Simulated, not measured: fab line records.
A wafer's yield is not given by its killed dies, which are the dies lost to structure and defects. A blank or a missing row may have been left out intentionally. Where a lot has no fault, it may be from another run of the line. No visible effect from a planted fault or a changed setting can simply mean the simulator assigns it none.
fab line records	flow rit_cmos
record: lots: 6	wafers: 18	last_day: 7
route steps=202 shown M1@184
lots that met no fault: from a run of the same line without faults
start_h: hours from the record's first day to the start of the lot's first wafer shown	wait_h: how many hours have passed since the lot's step before this one	" the same as in the row above	L1.1+2: a single row standing in for several wafers	- value missing, or start not given	* or withheld: withheld	< > ~ a bound
route shown NAME@n: NAME is a module with steps in the file, n the number in the route of the first one	usual: average and standard deviation across the fault-free wafers	same: alike in all rows	chamber/n: place in a boat	sites: per-site readings	_std_site: the standard deviation of these	_edge_site: outer sites' mean less inner sites'	radius_mm: how far each site lies from the wafer's centre	mask NAME#n: copy n	behind: the last tool/chamber to shape the wafer	hold: reason for holding the lot/hours on hold/outcome of the hold	device: transistor that didn't switch, given as n, p or np	end of line: tests run on the same wafers once the route is complete	where a step has no rows: the recipe by itself	killed: dies that structure and defects cost at the first sort, which is not the same as the wafer's yield	map: the dies of a wafer, with x for killed, . for not killed, _ for no die there
set.NAME: the setting as run; set.NAME@STEP: as run at that earlier step	model.NAME: the simulator's own value behind a step, which no gauge read
a table for each step, a row for each wafer; lots at some steps of the route
services: a tool's chamber out of use, with start hour (start_h, from the record's first day; less than 0 if before it), hours out, and reason
== steps ==
step: RIT_M1_SPUTTER_00
recipe: material: Al	target_thk_nm: 400	power_w: 2000	chamber_pressure_pa: 0.4	gas: Ar	time_s: 500	substrate_temp_c: 25
usual: cathode_dc_power_W: 2000.0/0.35	throttle_valve_pct: 30.1/1.2
lot.wafer	tool	chamber	start_h	wait_h	cathode_dc_power_W	throttle_valve_pct
L270.3	pvd_sputter-04	-	58.44	0.0	1999.9	31.6
L270.4	"	-	"	"	1999.5	30.4
L270.5	"	-	"	"	1999.8	31.4
L274.3	pvd_sputter-04	-	84.79	0.0	2000.1	31.6
L274.5	"	-	"	"	2000.6	31.9
L274.6	"	-	"	"	2000.4	30.3
L286.1	pvd_sputter-02	-	137.69	0.0	1999.9	28.9
L286.2	"	-	"	"	2000.4	30.1
L286.4	"	-	"	"	1999.7	30.7
L288.1	pvd_sputter-02	-	148.70	0.0	1999.3	30.0
L288.2	"	-	"	"	2000.2	29.3
L288.3	"	-	"	"	1999.3	30.5
L290.1	pvd_sputter-02	-	158.37	0.0	1999.7	30.8
L290.4	"	-	"	"	1999.9	29.1
L290.6	"	-	"	"	2000.0	29.9
L292.2	pvd_sputter-02	-	168.24	0.0	2000.2	29.0
L292.4	"	-	"	"	1999.8	30.0
L292.6	"	-	"	"	2000.2	30.6
step: RIT_M1_RS_MEAS_01
recipe: thk_meas_gauge: four-point-probe	reads: Al_of_M1_SPUTTER_00
usual: M1_AL_RS: 0.0731/0.00093
lot.wafer	tool	chamber	start_h	wait_h	M1_AL_RS[ohm/sq]
L270.3	film_metro-03	-	58.77	0.2	0.0733
L270.4	"	-	"	"	0.0744
L270.5	"	-	"	"	0.0730
L274.3	film_metro-03	-	85.12	0.2	0.0721
L274.5	"	-	"	"	0.0719
L274.6	"	-	"	"	0.0731
L286.1	film_metro-01	-	137.99	0.1	0.0740
L286.2	"	-	"	"	0.0734
L286.4	"	-	"	"	0.0730
L288.1	film_metro-03	-	149.00	0.1	0.0738
L288.2	"	-	"	"	0.0738
L288.3	"	-	"	"	0.0731
L290.1	film_metro-02	-	158.66	0.1	0.0747
L290.4	"	-	"	"	0.0740
L290.6	"	-	"	"	0.0736
L292.2	film_metro-03	-	168.55	0.2	0.0726
L292.4	"	-	"	"	0.0722
L292.6	"	-	"	"	0.0721
step: RIT_M1_THK_MEAS_02
recipe: thk_meas_gauge: xrf	reads: Al_of_M1_SPUTTER_00
usual: M1_AL_THK: 392/5
lot.wafer	tool	chamber	start_h	wait_h	M1_AL_THK[nm]
L270.3	film_metro-03	-	58.87	0.1	388
L270.4	"	-	"	"	382
L270.5	"	-	"	"	389
L274.3	film_metro-03	-	85.22	0.1	397
L274.5	"	-	"	"	399
L274.6	"	-	"	"	390
L286.1	film_metro-01	-	138.11	0.1	389
L286.2	"	-	"	"	392
L286.4	"	-	"	"	394
L288.1	film_metro-03	-	149.12	0.1	388
L288.2	"	-	"	"	386
L288.3	"	-	"	"	391
L290.1	film_metro-02	-	158.78	0.1	385
L290.4	"	-	"	"	389
L290.6	"	-	"	"	392
L292.2	film_metro-03	-	168.66	0.1	396
L292.4	"	-	"	"	396
L292.6	"	-	"	"	398
step: RIT_M1_HMDS_03
recipe: prime_time_s: 60	prime_temp_c: 140
step: RIT_M1_COAT_04
recipe: resist: NOVOLAK	spin_rpm: 2000	resist_thk_nm: 1300
step: RIT_M1_SOFTBAKE_05
recipe: resist: NOVOLAK	temp_c: 90	time_s: 60
step: RIT_M1_EXPOSE_06
recipe: mask_id: M12	na: 0.6	source_shape: conventional	sigma_outer: 0.5	target_cd_nm: 2600	dose_mj: 250
step: RIT_M1_PEB_07
recipe: resist: NOVOLAK	temp_c: withheld	time_s: withheld
step: RIT_M1_DEVELOP_08
recipe: resist: NOVOLAK	develop_time_s: 68	dev_temp_c: 23
step: RIT_M1_CD_MEAS_09
recipe: target_cd_nm: 2600
usual: cd_nm: 2600.8/2.1
lot.wafer	tool	chamber	start_h	wait_h	cd_nm
L270.3	cd_sem-01	-	59.83	-	2603.2
L270.4	"	-	"	"	2604.1
L270.5	"	-	"	"	2601.8
L274.3	cd_sem-02	-	86.33	-	2603.9
L274.5	"	-	"	"	2603.7
L274.6	"	-	"	"	2604.5
L286.1	cd_sem-01	-	139.17	-	2598.1
L286.2	"	-	"	"	2600.2
L286.4	"	-	"	"	2600.8
L288.1	cd_sem-01	-	150.18	-	2601.0
L288.2	"	-	"	"	2598.3
L288.3	"	-	"	"	2601.2
L290.1	cd_sem-02	-	159.85	-	2602.9
L290.4	"	-	"	"	2602.3
L290.6	"	-	"	"	2602.8
L292.2	cd_sem-02	-	169.74	-	2600.9
L292.4	"	-	"	"	2600.3
L292.6	"	-	"	"	2601.1
step: RIT_M1_OVL_MEAS_10
usual: M1_OVL: 0.6/1.3
lot.wafer	tool	chamber	start_h	wait_h	M1_OVL[nm]
L270.3	overlay-02	-	59.93	0.1	-0.1
L270.4	"	-	"	"	0.3
L270.5	"	-	"	"	1.4
L274.3	overlay-02	-	86.42	0.1	-0.3
L274.5	"	-	"	"	-0.5
L274.6	"	-	"	"	-1.2
L286.1	overlay-01	-	139.29	0.1	-0.1
L286.2	"	-	"	"	1.1
L286.4	"	-	"	"	1.8
L288.1	overlay-02	-	150.30	0.1	1.0
L288.2	"	-	"	"	0.8
L288.3	"	-	"	"	3.5
L290.1	overlay-01	-	159.97	0.1	0.8
L290.4	"	-	"	"	0.2
L290.6	"	-	"	"	0.9
L292.2	overlay-01	-	169.84	0.1	0.8
L292.4	"	-	"	"	1.5
L292.6	"	-	"	"	-0.2
step: RIT_M1_HARDBAKE_11
recipe: resist: NOVOLAK	temp_c: 140	time_s: 120
step: RIT_M1_METAL_ETCH_12
recipe: stop_on: SiO2	chemistry: Cl2/BCl3	target: Al	time_s: 165	over_etch_frac: 0.5	pressure_mtorr: 100	target_depth_a: 6000	rf_w: 250	Cl2_flow_sccm: 60	bcl3_flow_sccm: 50
usual: chamber_pressure_mTorr: 100.00/0.083	drypump_motor_current_A: 5.8/0.35	oes_product_au: 0.780/0.013	run_length_s: 193.5/0.47	throttle_valve_pct: 8.28/0.095
lot.wafer	tool	chamber	start_h	wait_h	chamber_pressure_mTorr	drypump_motor_current_A	oes_product_au	rf_hours_counter_h	run_length_s	throttle_valve_pct	model.NOVOLAK_of_M1_COAT_04.thk_nm	model.M1.feature_depth_nm	model.etch.depth_nm
L270.3	rie_metal-01	0	60.25	0.2	100.11	5.7	0.788	-	192.8	8.42	813.2	431.8	400.3
L270.4	"	1	"	"	99.95	6.0	0.759	-	194.3	8.20	797.4	428.2	394.7
L270.5	"	0	"	"	99.99	5.7	0.797	-	193.0	8.42	820.5	432.8	401.7
L274.3	rie_metal-03	0	86.75	0.2	99.94	5.6	0.795	-	194.0	8.31	813.3	439.1	407
L274.5	"	0	"	"	99.99	5.6	0.789	-	193.8	8.31	814.5	440.1	408.2
L274.6	"	1	"	"	99.95	5.9	0.787	-	193.1	8.31	813.4	433.8	402
L286.1	rie_metal-03	1	139.58	0.2	99.96	5.9	0.982	3	94.1	8.28	1004	231.8	231.8
L286.2	"	0	"	"	100.09	5.6	0.996	3	94.0	8.25	1003	237.8	237.8
L286.4	"	0	"	"	100.02	5.7	0.996	-	94.1	8.28	1003	237.9	237.9
L288.1	rie_metal-03	1	150.59	0.2	99.79	5.9	0.986	3	94.0	8.30	1005	235.2	235.2
L288.2	"	0	"	"	100.05	5.6	0.997	3	94.3	8.29	1003	238	238
L288.3	"	0	"	"	100.00	5.6	1.007	-	94.2	8.27	1003	238.6	238.6
L290.1	rie_metal-01	0	160.25	0.2	100.02	5.8	0.774	0	193.0	8.42	818.4	424.8	393
L290.4	"	0	"	"	99.95	5.8	0.767	-	192.8	8.42	818	427.2	395.3
L290.6	"	0	"	"	99.93	5.8	0.783	-	192.7	8.41	822	430.5	398.9
L292.2	rie_metal-02	0	170.12	0.2	99.79	5.3	0.770	6	193.4	8.36	791.5	438.1	404.8
L292.4	"	0	"	"	100.10	5.3	0.778	-	193.7	8.35	795.2	439.6	406.5
L292.6	"	1	"	"	99.93	6.4	0.799	-	194.2	8.13	807.5	439.4	407.3
step: RIT_M1_STRIP_13
recipe: chemistry: nmp	resist: NOVOLAK	temp_c: 80	time_s: 600	dry: n2_spin
step: RIT_M1_STRIP_14
recipe: chemistry: O2	time_s: 180	platen_temp_c: withheld	power_w: 500	pressure_mtorr: 4000	o2_flow_sccm: 4000
usual: chamber_pressure_mTorr: 4000/3.7	drypump_motor_current_A: 6.0/0.41
lot.wafer	tool	chamber	start_h	wait_h	chamber_pressure_mTorr	drypump_motor_current_A	rf_hours_counter_h
L270.3	plasma_asher-04	1	60.60	0.1	4001	5.5	-
L270.4	"	0	"	"	4004	6.8	-
L270.5	"	0	"	"	4002	6.8	-
L274.3	plasma_asher-02	1	87.10	0.1	4003	5.7	-
L274.5	"	0	"	"	3999	6.0	-
L274.6	"	1	"	"	3996	5.7	-
L286.1	plasma_asher-02	1	139.93	0.0	4008	5.7	51
L286.2	"	0	"	"	4009	6.0	51
L286.4	"	1	"	"	4001	5.7	-
L288.1	plasma_asher-01	1	150.92	0.0	3998	6.1	1
L288.2	"	0	"	"	4000	5.9	1
L288.3	"	0	"	"	4007	5.9	-
L290.1	plasma_asher-04	1	160.59	0.0	3992	5.5	40
L290.4	"	1	"	"	3997	5.5	-
L290.6	"	1	"	"	3997	5.5	-
L292.2	plasma_asher-01	1	170.48	0.0	4000	6.2	3
L292.4	"	0	"	"	3994	5.9	-
L292.6	"	0	"	"	4003	5.9	-
step: RIT_M1_CD_MEAS_90
recipe: target_cd_nm: 2600
usual: cd_nm: 2601.8/2.6
lot.wafer	tool	chamber	start_h	wait_h	cd_nm
L270.3	cd_sem-01	-	60.75	0.1	2606.0
L270.4	"	-	"	"	2604.8
L270.5	"	-	"	"	2603.3
L274.3	cd_sem-02	-	87.26	0.1	2603.1
L274.5	"	-	"	"	2603.8
L274.6	"	-	"	"	2606.9
L286.1	cd_sem-02	-	140.11	0.1	2615.3
L286.2	"	-	"	"	2615.3
L286.4	"	-	"	"	2616.1
L288.1	cd_sem-02	-	151.10	0.1	2615.8
L288.2	"	-	"	"	2611.2
L288.3	"	-	"	"	2616.4
L290.1	cd_sem-02	-	160.76	0.1	2606.7
L290.4	"	-	"	"	2604.9
L290.6	"	-	"	"	2606.2
L292.2	cd_sem-02	-	170.67	0.1	2600.4
L292.4	"	-	"	"	2598.6
L292.6	"	-	"	"	2601.0
step: RIT_M1_ANNEAL_15
recipe: temp_c: 450	time_s: 1800	ambient: forming_gas_H2N2
step: RIT_M1_PROBE_99
usual: defect_limited_yield: 97.3/1.1	killed_at_M0_to_M3: 0.0/0.18	killed_at_contacts: 0.1/0.38	killed_at_front_end: 6.9/2.9	killed_dies: 7.1/3	killed_on_rim: 2.0/1.4	killed_open: 3.5/2.1	killed_short: 3.5/2	sort_bin_3_pad_short: 0.1/0.2	sort_bin_5_function: 1.6/0.86	sort_bin_6_memory: 1.0/0.61	sort_n_pass: 256.9/3	sort_yield_pct: 97.3/1.1
same: gross_dies: 264	killed_at_M4_up: 0	killed_at_back_side: 0	killed_at_other: 0
lot.wafer	tool	chamber	start_h	wait_h	defect_limited_yield[%]	killed_at_M0_to_M3	killed_at_contacts	killed_at_front_end	killed_dies	killed_on_rim	killed_open	killed_short	sort_bin_3_pad_short[%]	sort_bin_5_function[%]	sort_bin_6_memory[%]	sort_n_pass	sort_yield_pct[%]	model.etest.tester.sort_n_pass	model.etest.tester.sort_yield_pct	model.etest.tester.sort_bin_5_pct	model.etest.diode_nplus_comb.short	model.etest.vpnp.short	model.etest.retro_edge_nmos.over_limit	model.etest.select_edge_diode_p.over_limit	model.etest.diode_nplus_pwell.short
L270.3	prober-01	-	65.44	0.2	96.2	0	1	9	10	3	4	6	0	3.0	0.8	254.0	96.2	254	96.21	3.03	0	0	0	0	0
L270.4	prober-01	-	65.49	0.2	96.2	0	0	10	10	3	2	8	0.8	1.9	1.1	254.0	96.2	254	96.21	1.894	0	0	0	0	0
L270.5	prober-01	-	65.54	0.2	95.5	0	0	12	12	6	7	5	0.4	3.4	0.8	252.0	95.5	252	95.45	3.409	0	0	0	0	0
L274.3	prober-01	-	89.33	0.2	97.3	0	0	7	7	3	2	5	0	0.8	1.9	257.0	97.3	257	97.35	0.7576	0	0	0	0	0
L274.5	prober-01	-	89.43	0.2	98.9	0	0	3	3	1	1	2	0	0.8	0.4	261.0	98.9	261	98.86	0.7576	0	0	0	0	0
L274.6	prober-01	-	89.48	0.2	97.7	0	0	6	6	1	2	4	0	1.5	0.8	258.0	97.7	258	97.73	1.515	0	0	0	0	0
L286.1	prober-02	-	141.85	0.1	0	260	1	3	264	70	1	3	0	100.0	0	0	0	0	0	100	1	1	1	1	1
L286.2	prober-02	-	141.90	0.1	0	259	0	5	264	70	4	1	0	98.5	1.5	0	0	0	0	98.48	1	1	1	1	1
L286.4	prober-02	-	142.00	0.2	0	259	0	5	264	70	1	4	0	100.0	0	0	0	0	0	100	1	1	1	1	1
L288.1	prober-02	-	152.84	0.1	0	250	0	14	264	70	5	9	0.4	97.7	1.9	0	0	0	0	97.73	1	1	1	1	1
L288.2	prober-02	-	152.89	0.1	0	254	0	10	264	70	6	4	0	97.7	2.3	0	0	0	0	97.73	1	1	1	1	1
L288.3	prober-02	-	152.94	0.2	0	256	0	8	264	70	5	3	0	99.2	0.8	0	0	0	0	99.24	1	1	1	1	1
L290.1	prober-02	-	162.50	0.1	98.9	0	0	3	3	0	1	2	0	1.1	0	261.0	98.9	261	98.86	1.136	0	0	0	0	0
L290.4	prober-02	-	162.65	0.2	95.8	0	1	10	11	3	3	8	0	3.0	1.1	253.0	95.8	253	95.83	3.03	0	0	0	0	0
L290.6	prober-02	-	162.75	0.2	97.0	0	0	8	8	3	4	4	0.4	1.5	1.1	256.0	97.0	256	96.97	1.515	0	0	0	0	0
L292.2	prober-02	-	172.44	0.1	95.5	0	1	11	12	4	3	7	0	2.3	2.3	252.0	95.5	252	95.45	2.273	0	0	0	0	0
L292.4	prober-02	-	172.54	0.2	95.8	0	0	11	11	1	3	7	0.4	2.3	1.5	253.0	95.8	253	95.83	2.273	0	0	0	0	0
L292.6	prober-02	-	172.64	0.2	96.6	0	0	9	9	1	3	4	0.4	1.5	1.5	255.0	96.6	255	96.59	1.515	0	0	0	0	0
killed by level:class
L270.3 GATE:geometric_particle:open=4 GATE:geometric_particle:short=4 FOX2:geometric_particle:short=1 CONTACT:geometric_particle:short=1
L270.4 SPACER:geometric_particle:short=4 FOX2:geometric_particle:short=3 FOX1:geometric_particle:short=1 GATE:geometric_particle:open=1 SPACER:geometric_particle:open=1
L270.5 GATE:geometric_particle:open=3 FOX1:geometric_particle:short=2 FOX2:geometric_particle:open=2 FOX1:geometric_particle:open=1 GATE:geometric_particle:short=1 REOX:geometric_particle:short=1 REOX:geometric_particle:open=1 SILICIDE:geometric_particle:short=1
L274.3 SILICIDE:geometric_particle:short=2 FOX1:geometric_particle:open=1 FOX2:geometric_particle:short=1 FOX2:geometric_particle:open=1 GATE:geometric_particle:short=1 SPACER:geometric_particle:short=1
L274.5 GATE:geometric_particle:short=2 SPACER:geometric_particle:open=1
L274.6 FOX1:geometric_particle:short=1 FOX2:geometric_particle:short=1 GATE:geometric_particle:open=1 GATE:geometric_particle:short=1 SPACER:geometric_particle:short=1 SILICIDE:geometric_particle:open=1
L286.1 M1:area_etch=260 GATE:geometric_particle:short=1 REOX:geometric_particle:short=1 SILICIDE:geometric_particle:short=1 CONTACT:geometric_particle:open=1
L286.2 M1:area_etch=259 GATE:geometric_particle:open=2 FOX1:geometric_particle:open=1 GATE:geometric_particle:short=1 REOX:geometric_particle:open=1
L286.4 M1:area_etch=259 FOX2:geometric_particle:short=1 GATE:geometric_particle:short=1 REOX:geometric_particle:short=1 REOX:geometric_particle:open=1 SPACER:geometric_particle:short=1
L288.1 M1:area_etch=250 GATE:geometric_particle:short=4 SPACER:geometric_particle:short=4 REOX:geometric_particle:open=2 SPACER:geometric_particle:open=2 FOX2:geometric_particle:open=1 REOX:geometric_particle:short=1
L288.2 M1:area_etch=254 REOX:geometric_particle:short=3 REOX:geometric_particle:open=3 GATE:geometric_particle:open=2 FOX1:geometric_particle:open=1 FOX2:geometric_particle:short=1
L288.3 M1:area_etch=256 GATE:geometric_particle:open=4 FOX1:geometric_particle:open=1 FOX1:geometric_particle:short=1 GATE:geometric_particle:short=1 REOX:geometric_particle:short=1
L290.1 GATE:geometric_particle:short=1 GATE:geometric_particle:open=1 SILICIDE:geometric_particle:short=1
L290.4 GATE:geometric_particle:short=3 SPACER:geometric_particle:short=2 FOX1:geometric_particle:open=1 FOX1:geometric_particle:short=1 FOX2:geometric_particle:short=1 FOX2:geometric_particle:open=1 REOX:geometric_particle:short=1 CONTACT:geometric_particle:open=1
L290.6 GATE:geometric_particle:short=3 GATE:geometric_particle:open=2 FOX1:geometric_particle:open=1 SILICIDE:geometric_particle:open=1 SILICIDE:geometric_particle:short=1
L292.2 GATE:geometric_particle:short=4 FOX1:geometric_particle:short=1 FOX2:geometric_particle:open=1 GATE:geometric_particle:open=1 REOX:geometric_particle:short=1 SILICIDE:geometric_particle:open=1 CONTACT:geometric_particle:short=1 NLDD:coat_microbubble_printed=1
L292.4 FOX1:geometric_particle:short=3 GATE:geometric_particle:short=2 GATE:geometric_particle:open=2 REOX:geometric_particle:open=1 REOX:geometric_particle:short=1 SPACER:geometric_particle:short=1 PLDD:coat_microbubble_printed=1
L292.6 GATE:geometric_particle:short=2 GATE:geometric_particle:open=2 FOX2:geometric_particle:short=1 REOX:geometric_particle:short=1 REOX:geometric_particle:open=1 NLDD:coat_microbubble_printed=1 PLDD:coat_microbubble_printed=1
map L286.1 (x killed, . not)
________xxxxxxx_______
_____xxxxxxxxxxxxx____
____xxxxxxxxxxxxxxx___
___xxxxxxxxxxxxxxxxx__
__xxxxxxxxxxxxxxxxxxx_
__xxxxxxxxxxxxxxxxxxx_
_xxxxxxxxxxxxxxxxxxxxx
_xxxxxxxxxxxxxxxxxxxxx
_xxxxxxxxxxxxxxxxxxxxx
_xxxxxxxxxxxxxxxxxxxxx
__xxxxxxxxxxxxxxxxxxx_
__xxxxxxxxxxxxxxxxxxx_
___xxxxxxxxxxxxxxxxx__
____xxxxxxxxxxxxxxx___
_____xxxxxxxxxxxxx____
________xxxxxxx_______
map L288.1 (x killed, . not)
________xxxxxxx_______
_____xxxxxxxxxxxxx____
____xxxxxxxxxxxxxxx___
___xxxxxxxxxxxxxxxxx__
__xxxxxxxxxxxxxxxxxxx_
__xxxxxxxxxxxxxxxxxxx_
_xxxxxxxxxxxxxxxxxxxxx
_xxxxxxxxxxxxxxxxxxxxx
_xxxxxxxxxxxxxxxxxxxxx
_xxxxxxxxxxxxxxxxxxxxx
__xxxxxxxxxxxxxxxxxxx_
__xxxxxxxxxxxxxxxxxxx_
___xxxxxxxxxxxxxxxxx__
____xxxxxxxxxxxxxxx___
_____xxxxxxxxxxxxx____
________xxxxxxx_______
== services ==
tool	chamber	start_h	hours	kind
plasma_asher-04	-	67.36	4.3	pm
plasma_asher-01	-	86.36	44.0	repair
rie_metal-01	-	110.58	1.4	repair
plasma_asher-01	-	130.40	9.0	pm
plasma_asher-01	0	130.40	9.0	vent_cycle
plasma_asher-01	1	130.40	9.0	vent_cycle
rie_metal-01	-	136.12	20.0	pm
rie_metal-01	0	136.12	20.0	vent_cycle
rie_metal-01	1	136.12	20.0	vent_cycle
plasma_asher-01	0	139.40	-	clean
plasma_asher-01	1	139.40	-	clean
rie_metal-01	0	156.12	-	clean
rie_metal-01	1	156.12	-	clean
rie_metal-02	1	162.28	3.6	repair
== key ==
first_sign: step: RIT_M1_METAL_ETCH_12	reading: run_length_s	direction: down	sigmas: 99+	usual: *	struck: *
effect: step: RIT_M1_METAL_ETCH_12	reading: oes_product_au	direction: up	sigmas: 17	usual: 0.780	struck: 0.994
effect: step: RIT_M1_CD_MEAS_90	reading: cd_nm	direction: up	sigmas: 5	usual: 2601.8	struck: 2615.0
effect: step: RIT_M1_PROBE_99	reading: killed_at_M0_to_M3	direction: up	sigmas: 99+	usual: 0.0	struck: 256.3
model_effect: step: RIT_M1_METAL_ETCH_12	value: NOVOLAK_of_M1_COAT_04.thk_nm	without: 808.1	struck: 1004
model_effect: step: RIT_M1_PROBE_99	value: etest.tester.sort_n_pass	without: 256.3	struck: 0
more_kills_born_at: RIT_M1_METAL_ETCH_12@rie_metal-03: 1538
met_at RIT_M1_METAL_ETCH_12
struck_wafers L286.1,L286.2,L286.4,L288.1,L288.2,L288.3
later_rows_left_out L286.1,L286.2,L286.4,L288.1,L288.2,L288.3
onset_between 86.75 139.58
fault: kind: process_parameter_drift	tool: rie_metal-03	chamber: -	onset_h: 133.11	steps: RIT_M1_METAL_ETCH_12	channel: time_s	offset: *	shape: step	end_h: 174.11	stated: *
later_rows_left_out: the simulator's readings of these wafers behind a module that went badly wrong aren't trusted and aren't shown, but for the sort
